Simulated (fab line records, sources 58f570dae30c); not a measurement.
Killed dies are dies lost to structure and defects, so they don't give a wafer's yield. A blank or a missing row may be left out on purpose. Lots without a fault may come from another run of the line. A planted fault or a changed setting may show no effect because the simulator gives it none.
Which tool did it? | flow berkeley_cmos170 | 13 lots, 39 wafers sampled, at 3 steps of a route of 331

WHAT THE GAUGES READ, wafer by wafer
UCB170_PWELL_THK_MEAS_03.
lot  | measured    | on            | PWELL_OXIDE_THK (nm)
L383 | day 3 07:28 | film_metro-02 | 26.1 26.6 26.5
L382 | day 3 07:28 | film_metro-03 | 25.6 25.4 25.8
L384 | day 3 12:40 | film_metro-03 | 26.3 26.7 26.7
L386 | day 3 20:56 | film_metro-03 | 26.1 26.4 26.5
L394 | day 5 12:17 | film_metro-02 | 27.3 27.2 27.3
L396 | day 6 00:07 | film_metro-02 | 26.0 25.7 25.8
L398 | day 6 07:50 | film_metro-02 | 26.7 26.6 26.2
L399 | day 6 15:19 | film_metro-02 | 26.7 26.9 26.5
L400 | day 6 15:19 | film_metro-03 | 26.5 26.3 26.5
L401 | day 6 15:19 | film_metro-01 | 25.6 26.3 26.0
L403 | day 7 15:59 | film_metro-03 | 26.8 26.1 26.8
L404 | day 7 16:01 | film_metro-02 | 27.1 27.0 27.1
L402 | day 7 16:02 | film_metro-01 | 26.4 26.2 25.9

UCB170_GATE_CD_MEAS_12: target cd 350 nm.
lot  | measured     | on        | cd_nm (nm)
L383 | day 7 12:15  | cd_sem-01 | 350.4 350.0 350.8
L382 | day 7 12:23  | cd_sem-01 | 349.1 349.6 350.2
L384 | day 7 21:52  | cd_sem-01 | 279.5 278.4 279.2 279.2 277.8 279.1
L386 | day 7 21:44  | cd_sem-01 | 350.6 351.3 351.0
L394 | day 9 13:41  | cd_sem-01 | 350.5 350.6 350.8
L396 | day 10 13:25 | cd_sem-01 | 349.4 349.1 347.0
L398 | day 10 13:29 | cd_sem-02 | 348.4 350.1 349.4
L399 | day 11 03:58 | cd_sem-02 | 350.9 349.4 350.1
L400 | day 11 04:01 | cd_sem-01 | 349.4 349.9 349.6
L401 | day 11 03:47 | cd_sem-01 | 346.7 345.7 346.7
L403 | day 11 19:22 | cd_sem-02 | 350.0 349.5 350.7
L404 | day 11 19:31 | cd_sem-01 | 348.1 348.5 349.8
L402 | day 11 19:15 | cd_sem-01 | 350.3 350.4 350.5

WHICH TOOL RAN EACH LOT (tool, then ch and the chambers of the sampled wafers, then the start)
lot  | UCB170_GATE_EXPOSE_09
L383 | krf_scanner-01 ch 0, day 7 11:40
L382 | krf_scanner-01 ch 0, day 7 11:49
L384 | krf_scanner-02 ch 0, day 7 21:10
L386 | krf_scanner-02 ch 0, day 7 21:01
L394 | krf_scanner-01 ch 0, day 9 13:17
L396 | krf_scanner-01 ch 0, day 10 12:17
L398 | krf_scanner-02 ch 0, day 10 12:34
L399 | krf_scanner-01 ch 0, day 11 03:28
L400 | krf_scanner-01 ch 0, day 11 03:35
L401 | krf_scanner-01 ch 0, day 11 03:21
L403 | krf_scanner-02 ch 0, day 11 18:59
L404 | krf_scanner-02 ch 0, day 11 19:08
L402 | krf_scanner-02 ch 0, day 11 18:52
- UCB170_GATE_EXPOSE_09: exposes mask POLY, target cd 350 nm.

WHAT THE TOOLS THEMSELVES READ (means of the sampled wafers that have a number; where no wafer has one, the mark that the record gives instead)
The record holds no such reading with a usual standard deviation.

THE ANSWER, worked out from the rows above alone
Rule: what is usual is taken from the lots themselves. Put in order of their means at a reading, lots are off if they are a third of the lots or fewer, leave a main group of 4 or more, and stand apart from it by a gap of 3 or more times the standard deviation of the main group's means; of several such gaps the widest counts. A main group whose means are all the same, to the digits that the tables above print for the reading, isn't used. A lot without any number at a reading at which 4 lots or more have one is off too. The other lots that the step has rows for count as sound. The gauges are gone through in route order, then the tools' own readings, and for those a lot's mean is taken as printed above. The first step at which some lot is off is used, and at that step the reading that is off furthest; a lot without a number counts as furthest.
Off: L384, at UCB170_GATE_CD_MEAS_12 (cd_nm). The main group: mean 349.6 nm, standard deviation 1.2.
A tool fits if, at a process step before that reading, it ran every lot that is off, and no sound lot after the first of them. The gauges at UCB170_GATE_CD_MEAS_12 are tried like those tools. None of those tried fits.

WHAT THE SIMULATOR HAD PUT IN
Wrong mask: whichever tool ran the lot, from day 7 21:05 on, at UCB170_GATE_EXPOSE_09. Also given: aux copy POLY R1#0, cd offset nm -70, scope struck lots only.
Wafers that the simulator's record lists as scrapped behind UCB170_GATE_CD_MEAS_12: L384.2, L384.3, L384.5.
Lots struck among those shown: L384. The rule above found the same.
